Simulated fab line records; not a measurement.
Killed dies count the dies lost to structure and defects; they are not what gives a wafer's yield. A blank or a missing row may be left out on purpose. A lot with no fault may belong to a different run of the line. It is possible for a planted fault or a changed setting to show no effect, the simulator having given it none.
fab line records	flow berkeleyCmos170
record: lots: 14	wafers: 42	lastDay: 13
route steps=331 shown V1@270 M2@286 M3@311
lots with no fault: from the same line, run without faults
startH: hours from the record's opening day to when the first of the lot's shown wafers began	waitH: hours since the lot's step before	" as in the row above	L1.1+2: a row that stands for several wafers	- either no value or no given start	* or withheld: withheld	< > ~ a bound
route shown NAME@n: names a module that has steps shown in the file, with the first one's number in the route	usual: mean and standard deviation over wafers with no fault	same: alike in all rows	chamber/n: place in a boat	sites: each site's reading	_std_site: the values' standard deviation	_edge_site: inner sites' mean taken away from outer sites' mean	radiusMm: for every site, how far away it sits from the centre of the wafer	mask NAME#n: copy n	behind: tool/chamber where the wafer was last shaped	hold: what put the lot on hold/how long, in hours/how the hold closed	device: whichever transistor did not switch (one of n, p or np)	end of line: tests run on the same wafers once the route is complete	step lacking rows: just its recipe	killed: dies lost to structure and defects at the first sort, not the wafer's yield	map: shows each die of a wafer: x if killed, . if not, _ if none is there
set.NAME: the setting the step ran with; set.NAME@STEP: the setting that earlier step ran with	model.NAME: the simulator's own value behind a step, which no gauge read
steps of the route over a sample of lots; a table a step, a row a wafer
== steps ==
step: UCB170_V1_CD_MEAS_90
recipe: targetCdNm: 700
usual: cdNm: 700.6/1.5
lot.wafer	tool	chamber	startH	waitH	cdNm
L198.1	cdSem-01	-	176.59	0.1	702.0
L198.2	"	-	"	"	701.5
L198.6	"	-	"	"	701.5
L197.3	cdSem-01	-	177.71	0.1	699.7
L197.4	"	-	"	"	700.8
L197.5	"	-	"	"	700.9
L196.2	cdSem-01	-	181.69	0.1	700.3
L196.4	"	-	"	"	699.0
L196.6	"	-	"	"	699.3
L199.2	cdSem-01	-	191.12	0.1	699.3
L199.3	"	-	"	"	699.1
L199.5	"	-	"	"	699.0
L202.1	cdSem-02	-	219.63	0.1	703.0
L202.2	"	-	"	"	702.9
L202.3	"	-	"	"	702.8
L205.2	cdSem-01	-	244.77	0.1	700.9
L205.4	"	-	"	"	701.0
L205.6	"	-	"	"	700.9
L210.3	cdSem-02	-	248.15	0.1	703.8
L210.4	"	-	"	"	702.1
L210.5	"	-	"	"	704.1
L209.1	cdSem-01	-	249.65	0.1	701.6
L209.2	"	-	"	"	701.5
L209.6	"	-	"	"	703.0
L211.1	cdSem-01	-	262.25	0.2	700.1
L211.3	"	-	"	"	700.5
L211.6	"	-	"	"	700.6
L213.2	cdSem-01	-	270.50	0.1	702.6
L213.4	"	-	"	"	702.9
L213.6	"	-	"	"	701.9
L214.1	cdSem-01	-	282.00	0.1	699.1
L214.4	"	-	"	"	700.2
L214.5	"	-	"	"	699.2
L215.2	cdSem-01	-	283.16	0.1	700.4
L215.3	"	-	"	"	700.3
L215.6	"	-	"	"	701.6
L216.1	cdSem-02	-	288.17	0.1	699.7
L216.2	"	-	"	"	699.4
L216.6	"	-	"	"	699.4
L219.3	cdSem-01	-	304.87	0.1	700.3
L219.4	"	-	"	"	699.6
L219.5	"	-	"	"	700.1
step: UCB170_M2_CD_MEAS_15
recipe: targetCdNm: 700
usual: cdNm: 699.4/1.4
lot.wafer	tool	chamber	startH	waitH	cdNm
L198.1	cdSem-01	-	178.61	-	698.8
L198.2	"	-	"	"	700.3
L198.6	"	-	"	"	698.2
L197.3	cdSem-01	-	181.33	-	697.4
L197.4	"	-	"	"	697.2
L197.5	"	-	"	"	697.2
L196.2	cdSem-01	-	184.33	-	699.2
L196.4	"	-	"	"	699.8
L196.6	"	-	"	"	698.8
L199.2	cdSem-01	-	193.27	-	700.7
L199.3	"	-	"	"	699.4
L199.5	"	-	"	"	699.9
L202.1	cdSem-02	-	223.67	-	698.4
L202.2	"	-	"	"	698.6
L202.3	"	-	"	"	699.6
L205.2	cdSem-01	-	247.98	-	699.5
L205.4	"	-	"	"	701.4
L205.6	"	-	"	"	700.5
L210.3	cdSem-01	-	251.16	-	698.2
L210.4	"	-	"	"	699.3
L210.5	"	-	"	"	699.2
L209.1	cdSem-01	-	253.82	-	697.7
L209.2	"	-	"	"	697.6
L209.6	"	-	"	"	697.9
L211.1	cdSem-02	-	265.14	-	699.5
L211.3	"	-	"	"	701.6
L211.6	"	-	"	"	699.5
L213.2	cdSem-02	-	272.51	-	701.0
L213.4	"	-	"	"	701.2
L213.6	"	-	"	"	700.1
L214.1	cdSem-01	-	285.13	-	699.0
L214.4	"	-	"	"	699.3
L214.5	"	-	"	"	699.3
L215.2	cdSem-01	-	285.48	-	700.2
L215.3	"	-	"	"	699.6
L215.6	"	-	"	"	701.0
L216.1	cdSem-01	-	292.58	-	698.2
L216.2	"	-	"	"	698.5
L216.6	"	-	"	"	699.3
L219.3	cdSem-01	-	308.99	-	699.1
L219.4	"	-	"	"	699.8
L219.5	"	-	"	"	698.6
step: UCB170_M3_RS_MEAS_02
recipe: thkMeasGauge: four-point-probe	reads: Al_of_M3_SPUTTER_01
usual: M3_AL_RS: 0.0322/0.00041
lot.wafer	tool	chamber	startH	waitH	M3_AL_RS[ohm/sq]
L198.1	filmMetro-03	-	182.17	0.0	0.0325
L198.2	"	-	"	"	0.0329
L198.6	"	-	"	"	0.0328
L197.3	filmMetro-03	-	184.78	0.1	0.0326
L197.4	"	-	"	"	0.0322
L197.5	"	-	"	"	0.0326
L196.2	filmMetro-01	-	187.97	0.1	0.0314
L196.4	"	-	"	"	0.0312
L196.6	"	-	"	"	0.0312
L199.2	filmMetro-01	-	196.60	0.1	0.0328
L199.3	"	-	"	"	0.0323
L199.5	"	-	"	"	0.0320
L202.1	filmMetro-03	-	226.82	0.0	0.0330
L202.2	"	-	"	"	0.0326
L202.3	"	-	"	"	0.0327
L205.2	filmMetro-02	-	251.47	0.1	0.0311
L205.4	"	-	"	"	0.0311
L205.6	"	-	"	"	0.0313
L210.3	filmMetro-02	-	256.29	0.1	0.0326
L210.4	"	-	"	"	0.0324
L210.5	"	-	"	"	0.0327
L209.1	filmMetro-03	-	257.58	0.0	0.0324
L209.2	"	-	"	"	0.0318
L209.6	"	-	"	"	0.0316
L211.1	filmMetro-03	-	268.61	0.0	0.0321
L211.3	"	-	"	"	0.0320
L211.6	"	-	"	"	0.0318
L213.2	filmMetro-01	-	275.83	0.1	0.0319
L213.4	"	-	"	"	0.0322
L213.6	"	-	"	"	0.0322
L214.1	filmMetro-03	-	288.17	0.0	0.0322
L214.4	"	-	"	"	0.0324
L214.5	"	-	"	"	0.0323
L215.2	filmMetro-01	-	289.64	0.1	0.0321
L215.3	"	-	"	"	0.0321
L215.6	"	-	"	"	0.0321
L216.1	filmMetro-03	-	296.49	0.0	0.0320
L216.2	"	-	"	"	0.0326
L216.6	"	-	"	"	0.0320
L219.3	filmMetro-01	-	313.25	0.1	0.0325
L219.4	"	-	"	"	0.0320
L219.5	"	-	"	"	0.0322
step: UCB170_M3_STRIP_08
recipe: chemistry: DMSO	tempC: 80	timeS: 600	material: KrF
usual: bathGuardTempC: 80.3/0.63	bathHeatDutyPct: 18.4/2.1
lot.wafer	tool	chamber	startH	waitH	bathGuardTempC	bathHeatDutyPct
L198.1	wetBench-02	3	182.90	0.1	79.3	18.4
L198.2	"	3	"	"	79.4	19.8
L198.6	"	3	"	"	78.8	17.9
L197.3	wetBench-02	2	185.47	0.0	81.1	20.5
L197.4	"	2	"	"	81.1	20.3
L197.5	"	2	"	"	81.0	21.1
L196.2	wetBench-02	0	188.73	0.1	80.8	16.4
L196.4	"	0	"	"	80.3	18.0
L196.6	"	0	"	"	80.1	16.0
L199.2	wetBench-02	0	197.31	0.1	80.5	15.8
L199.3	"	0	"	"	80.4	17.7
L199.5	"	0	"	"	80.5	16.6
L202.1	wetBench-02	1	227.80	0.1	-	-
L202.2	"	1	"	"	-	-
L202.3	"	1	"	"	-	-
L205.2	wetBench-02	0	252.18	0.1	-	-
L205.4	"	0	"	"	-	-
L205.6	"	0	"	"	-	-
L210.3	wetBench-02	0	257.16	0.0	80.8	16.7
L210.4	"	0	"	"	80.7	17.9
L210.5	"	0	"	"	80.8	16.8
L209.1	wetBench-02	1	258.50	0.2	80.8	17.8
L209.2	"	1	"	"	81.0	17.3
L209.6	"	1	"	"	80.8	18.3
L211.1	wetBench-02	1	269.56	0.1	80.4	17.3
L211.3	"	1	"	"	80.9	17.5
L211.6	"	1	"	"	80.6	18.7
L213.2	wetBench-04	3	276.59	0.1	80.4	16.8
L213.4	"	3	"	"	80.5	17.3
L213.6	"	3	"	"	80.6	16.5
L214.1	wetBench-02	1	289.78	0.1	80.7	19.1
L214.4	"	1	"	"	80.8	19.0
L214.5	"	1	"	"	80.8	17.4
L215.2	wetBench-04	2	290.85	0.1	79.1	14.2
L215.3	"	2	"	"	79.1	13.9
L215.6	"	2	"	"	79.3	14.3
L216.1	wetBench-02	0	298.02	0.1	80.9	19.0
L216.2	"	0	"	"	80.4	17.8
L216.6	"	0	"	"	80.8	17.7
L219.3	wetBench-02	2	314.66	0.0	81.2	20.7
L219.4	"	2	"	"	80.8	21.2
L219.5	"	2	"	"	80.9	21.1
== key ==
firstSign: step: UCB170_M3_STRIP_08	reading: toolRecord	direction: missing
effect none on later readings
metAt UCB170_M3_STRIP_08
struckLots L202,L205
sortLeftOut L202.1,L202.2,L202.3
testerLeftOut L205
notActingAt UCB170_V1_CD_MEAS_90,UCB170_M2_CD_MEAS_15,UCB170_M3_RS_MEAS_02
onsetBetween 197.31 227.80
earlierFault: kind: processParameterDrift	tool: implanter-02	chamber: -	onsetH: 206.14	steps: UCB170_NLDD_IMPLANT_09	channel: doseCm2	offset: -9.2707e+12	shape: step	endH: 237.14	actsIn: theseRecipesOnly	stated: 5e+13
earlierFault: kind: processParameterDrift	tool: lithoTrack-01	chamber: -	onsetH: 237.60	steps: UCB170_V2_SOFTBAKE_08	channel: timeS	offset: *	shape: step	actsIn: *	stated: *
fault: kind: skippedStepWhole	tool: wetBench-02	chamber: -	onsetH: 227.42	steps: UCB170_M3_STRIP_08	scope: struckLotsOnly
testerLeftOut: of these lots the tester's yield and bins aren't shown, on N5 and GAA mostly nor the transistor test; their killed dies are dies lost to structure and defects alone, not to doping, threshold or leakage, so they don't give the yield
sortLeftOut: the simulated sort isn't trusted on such a fault, so these wafers' sort isn't shown, and their yield isn't known
